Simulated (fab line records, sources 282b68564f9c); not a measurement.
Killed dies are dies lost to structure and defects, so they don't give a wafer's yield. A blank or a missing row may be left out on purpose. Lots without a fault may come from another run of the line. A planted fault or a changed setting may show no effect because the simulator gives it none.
fab line records | flow rit_cmos
record lots=5 wafers=23
route steps=202 shown M1@196
start_h: hours from the record's first day to the start of the lot's first wafer shown | wait_h: hours since the lot's step before | " the same as in the row above | L1.1+2: a row that stands for several wafers | - no value, or no start given | * or withheld: withheld | < > ~ a bound
route shown NAME@n: a module of which the file shows steps, and the number in the route of the first | usual: mean/standard deviation of fault-free wafers | same: alike in all rows | chamber/n: place in a boat | sites: the reading at each site | _std_site: their standard deviation | _edge_site: outer sites' mean less inner sites' | radius_mm: how far each site lies from the wafer's centre | mask NAME#n: copy n | behind: the tool/chamber that last shaped the wafer | hold: why the lot was held/for how many hours/how that ended | device: the transistor (n, p or np) that didn't switch | end of line: the same wafers' tests at the end of the route | a step without rows: its recipe alone | killed: dies lost to structure and defects at the first sort, not the wafer's yield | map: a wafer's dies, x killed, . not, _ none there
set.NAME: the setting as run; set.NAME@STEP: as run at that earlier step | model.NAME: the simulator's own value behind a step, which no gauge read
lots whose settings were changed on purpose; a table a step, a row a wafer
## steps
# step RIT_M1_METAL_ETCH_12
# recipe stop_on=SiO2 chemistry=Cl2/BCl3 target=Al time_s=165 over_etch_frac=0.5 pressure_mtorr=100 target_depth_a=6000 rf_w=250 Cl2_flow_sccm=60 bcl3_flow_sccm=50
# usual oes_product_au=0.767/0.012
# columns lot.wafer tool chamber start_h wait_h set.rf_w set.time_s@M1_SPUTTER_00 oes_product_au model.NOVOLAK_of_M1_COAT_04.thk_nm
L075.1 rie_metal-01 1 66.68 0.2 250 427 0.707 -
L075.2 " 0 " " 260.7 427 0.705 -
L075.3 " 0 " " 260.7 500 0.757 774.2
L075.5 " 1 " " 260.7 500 0.774 788.4
L075.6 " 0 " " 250 500 0.770 791.5
L076.1 rie_metal-02 0 69.31 0.2 250 500 0.748 796.8
L076.3 " 1 " " 250 500 0.778 804
L076.6 " 1 " " 250 500 0.775 803
L077.1 rie_metal-03 1 76.72 0.2 228.5 500 0.764 833.4
L077.3 " 1 " " 250 470.5 0.747 -
L077.4 " 0 " " 250 500 0.776 791.2
L077.5 " 1 " " 228.5 500 0.778 836.9
L077.6 " 0 " " 228.5 470.5 0.755 -
L080.1 rie_metal-03 0 89.89 0.2 250 500 0.769 795.3
L080.2 " 1 " " 227.8 500 0.760 840.9
L080.3 " 0 " " 250 500 0.760 795.6
L080.4 " 1 " " 227.8 530.6 0.796 -
L080.6 " 0 " " 227.8 530.6 0.799 -
L084.1 rie_metal-01 1 110.69 0.2 278.6 548.3 0.813 -
L084.2 " 0 " " 278.6 548.3 0.813 -
L084.4 " 1 " " 250 500 0.775 800.1
L084.5 " 0 " " 250 548.3 0.812 -
L084.6 " 1 " " 278.6 500 0.772 762.2
# step RIT_M1_STRIP_13
# recipe chemistry=nmp resist=NOVOLAK temp_c=80 time_s=600 dry=n2_spin
# step RIT_M1_STRIP_14
# recipe chemistry=O2 time_s=180 platen_temp_c=withheld power_w=500 pressure_mtorr=4000 o2_flow_sccm=4000
# step RIT_M1_ANNEAL_15
# recipe temp_c=450 time_s=1800 ambient=forming_gas_H2N2
# step RIT_M1_PROBE_99
# usual killed_at_M0_to_M3=0.0/0.12 killed_at_contacts=0.1/0.23 killed_at_front_end=7/3.1 killed_dies=7/3.2 killed_open=3.6/2.1 killed_short=3.5/1.9
# same gross_dies=264 killed_at_M4_up=0 killed_at_back_side=0 killed_at_other=0
# columns lot.wafer tool chamber start_h wait_h set.dose_mj@GATE_EXPOSE_13 killed_at_M0_to_M3 killed_at_contacts killed_at_front_end killed_dies killed_open killed_short model.etest.pmos_turned.r_on_ohm_um model.etest.pmos_0p15.r_on_ohm_um model.etest.nmos_0p15.r_on_ohm_um model.etest.nmos_turned.drive_ua_um
L075.1 prober-01 - 68.93 0.1 368.8 0 0 6 6 4 2 3580 3056 1211 334.3
L075.2 prober-01 - 68.98 0.1 380 0 0 15 15 7 7 3146 2630 1079 360.9
L075.3 prober-01 - 69.03 0.2 380 0 0 4 4 1 2 3140 2690 1141 369
L075.5 prober-01 - 69.13 0.2 368.8 0 0 13 13 6 6 3489 2990 1243 329.4
L075.6 prober-01 - 69.18 0.2 380 0 0 1 1 0 1 3138 2628 1093 371.2
L076.1 prober-02 - 71.57 0.1 380 0 0 8 8 5 3 3232 2577 1063 324.9
L076.3 prober-02 - 71.67 0.2 380 0 0 10 10 5 5 3305 2638 1087 325
L076.6 prober-02 - 71.82 0.2 380 0 0 8 8 5 3 3312 2661 1104 315.8
L077.1 prober-01 - 78.97 0.1 380 0 0 47 47 3 3 4116 3026 1164 256.6
L077.3 prober-01 - 79.07 0.2 361.2 0 0 134 134 3 5 4665 3603 1354 229.9
L077.4 prober-01 - 79.12 0.2 361.2 0 0 96 96 4 5 4639 3522 1334 228.6
L077.5 prober-01 - 79.17 0.2 380 0 0 8 8 7 1 4054 2994 1163 260.4
L077.6 prober-01 - 79.22 0.2 361.2 0 0 148 148 3 2 4568 3518 1360 236.9
L080.1 prober-02 - 92.14 0.1 380 0 0 6 6 5 1 - - - -
L080.2 prober-02 - 92.19 0.1 380 0 0 9 9 2 7 - - - -
L080.3 prober-02 - 92.24 0.2 393.4 0 0 15 15 1 4 - - - -
L080.4 prober-02 - 92.29 0.2 380 0 0 4 4 0 4 - - - -
L080.6 prober-02 - 92.39 0.2 393.4 0 0 17 17 2 2 - - - -
L084.1 prober-01 - 112.94 0.1 380 0 0 9 9 6 3 3313 2825 1097 383.1
L084.2 prober-01 - 112.99 0.1 380 0 1 8 9 7 2 3202 2742 1053 401
L084.4 prober-01 - 113.09 0.2 380 0 0 14 14 9 5 3074 2648 1065 406.9
L084.5 prober-01 - 113.14 0.2 396.3 0 0 51 51 4 4 2568 2137 906.3 484.3
L084.6 prober-01 - 113.19 0.2 396.3 1 0 46 47 3 2 2708 2259 974.9 462.4
# killed by level:class
L075.1 GATE:geometric_particle:open=2 FOX2:geometric_particle:short=1 GATE:geometric_particle:short=1 REOX:geometric_particle:open=1 SILICIDE:geometric_particle:open=1
L075.2 FOX1:geometric_particle:short=4 GATE:geometric_particle:open=3 SPACER:geometric_particle:short=2 SPACER:geometric_particle:open=2 FOX1:geometric_particle:open=1 REOX:geometric_particle:short=1 SILICIDE:geometric_particle:open=1 PWELL:coat_microbubble_printed=1
L075.3 GATE:geometric_particle:open=1 REOX:geometric_particle:short=1 SPACER:geometric_particle:short=1 PWELL:coat_microbubble_printed=1
L075.5 SPACER:geometric_particle:short=3 FOX1:geometric_particle:open=2 GATE:geometric_particle:open=2 FOX1:geometric_particle:short=1 REOX:geometric_particle:short=1 SPACER:geometric_particle:open=1 SILICIDE:geometric_particle:short=1 SILICIDE:geometric_particle:open=1
L075.6 GATE:geometric_particle:short=1
L076.1 GATE:geometric_particle:open=3 GATE:geometric_particle:short=2 FOX2:geometric_particle:open=1 REOX:geometric_particle:open=1 REOX:geometric_particle:short=1
L076.3 GATE:geometric_particle:open=3 FOX1:geometric_particle:short=2 FOX1:geometric_particle:open=1 FOX2:geometric_particle:open=1 GATE:geometric_particle:short=1 REOX:geometric_particle:short=1 SPACER:geometric_particle:short=1
L076.6 GATE:geometric_particle:short=3 GATE:geometric_particle:open=2 FOX1:geometric_particle:open=1 REOX:geometric_particle:open=1 SILICIDE:geometric_particle:open=1
L077.1 GATE:area_etch=41 FOX1:geometric_particle:short=1 FOX2:geometric_particle:short=1 FOX2:geometric_particle:open=1 GATE:geometric_particle:short=1 GATE:geometric_particle:open=1 SPACER:geometric_particle:open=1
L077.3 GATE:area_expose=125 GATE:geometric_particle:short=2 FOX1:geometric_particle:short=1 FOX1:geometric_particle:open=1 FOX2:geometric_particle:short=1 REOX:geometric_particle:open=1 SPACER:geometric_particle:short=1 SILICIDE:geometric_particle:open=1
L077.4 GATE:area_expose=83 GATE:area_etch=4 FOX2:geometric_particle:short=3 FOX2:geometric_particle:open=2 REOX:geometric_particle:short=2 GATE:geometric_particle:open=1 SILICIDE:geometric_particle:open=1
L077.5 GATE:geometric_particle:open=4 FOX1:geometric_particle:open=2 SILICIDE:geometric_particle:short=1 SILICIDE:geometric_particle:open=1
L077.6 GATE:area_expose=96 GATE:area_etch=47 FOX2:geometric_particle:open=2 FOX1:geometric_particle:open=1 FOX2:geometric_particle:short=1 GATE:geometric_particle:short=1
L080.1 GATE:geometric_particle:open=2 SPACER:geometric_particle:open=2 FOX2:geometric_particle:short=1 REOX:geometric_particle:open=1
L080.2 SPACER:geometric_particle:short=4 FOX1:geometric_particle:open=1 GATE:geometric_particle:open=1 GATE:geometric_particle:short=1 REOX:geometric_particle:short=1 SILICIDE:geometric_particle:short=1
L080.3 GATE:area_expose=10 REOX:geometric_particle:short=3 GATE:geometric_particle:short=1 SILICIDE:geometric_particle:open=1
L080.4 SPACER:geometric_particle:short=2 FOX1:geometric_particle:short=1 GATE:geometric_particle:short=1
L080.6 GATE:area_expose=13 FOX1:geometric_particle:short=1 GATE:geometric_particle:open=1 REOX:geometric_particle:short=1 SILICIDE:geometric_particle:open=1
L084.1 GATE:geometric_particle:open=2 ACTIVE:geometric_particle:short=1 FOX1:geometric_particle:open=1 FOX2:geometric_particle:open=1 GATE:geometric_particle:short=1 REOX:geometric_particle:short=1 REOX:geometric_particle:open=1 SPACER:geometric_particle:open=1
L084.2 FOX1:geometric_particle:open=3 GATE:geometric_particle:open=3 FOX1:geometric_particle:short=1 SPACER:geometric_particle:open=1 CONTACT:geometric_particle:short=1
L084.4 FOX1:geometric_particle:open=5 GATE:geometric_particle:open=3 GATE:geometric_particle:short=2 FOX1:geometric_particle:short=2 ACTIVE:geometric_particle:open=1 REOX:geometric_particle:short=1
L084.5 GATE:area_expose=43 FOX1:geometric_particle:short=2 GATE:geometric_particle:open=2 GATE:geometric_particle:short=1 REOX:geometric_particle:open=1 SPACER:geometric_particle:short=1 SPACER:geometric_particle:open=1
L084.6 GATE:area_expose=41 FOX1:geometric_particle:open=1 FOX1:geometric_particle:short=1 GATE:geometric_particle:short=1 REOX:geometric_particle:open=1 SPACER:geometric_particle:open=1 M1:coat_microbubble_printed=1
## key
split step=RIT_M1_METAL_ETCH_12 setting=rf_w stated=250 by=wafer
response step=RIT_M1_METAL_ETCH_12 reading=model.NOVOLAK_of_M1_COAT_04.thk_nm change=-4.27 per=1% r=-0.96
split outside_this_file step=RIT_GATE_EXPOSE_13 setting=dose_mj
split outside_this_file step=RIT_M1_SPUTTER_00 setting=time_s
# split outside_this_file: this setting was split too, and the file shows its column; the key of that split is in another file
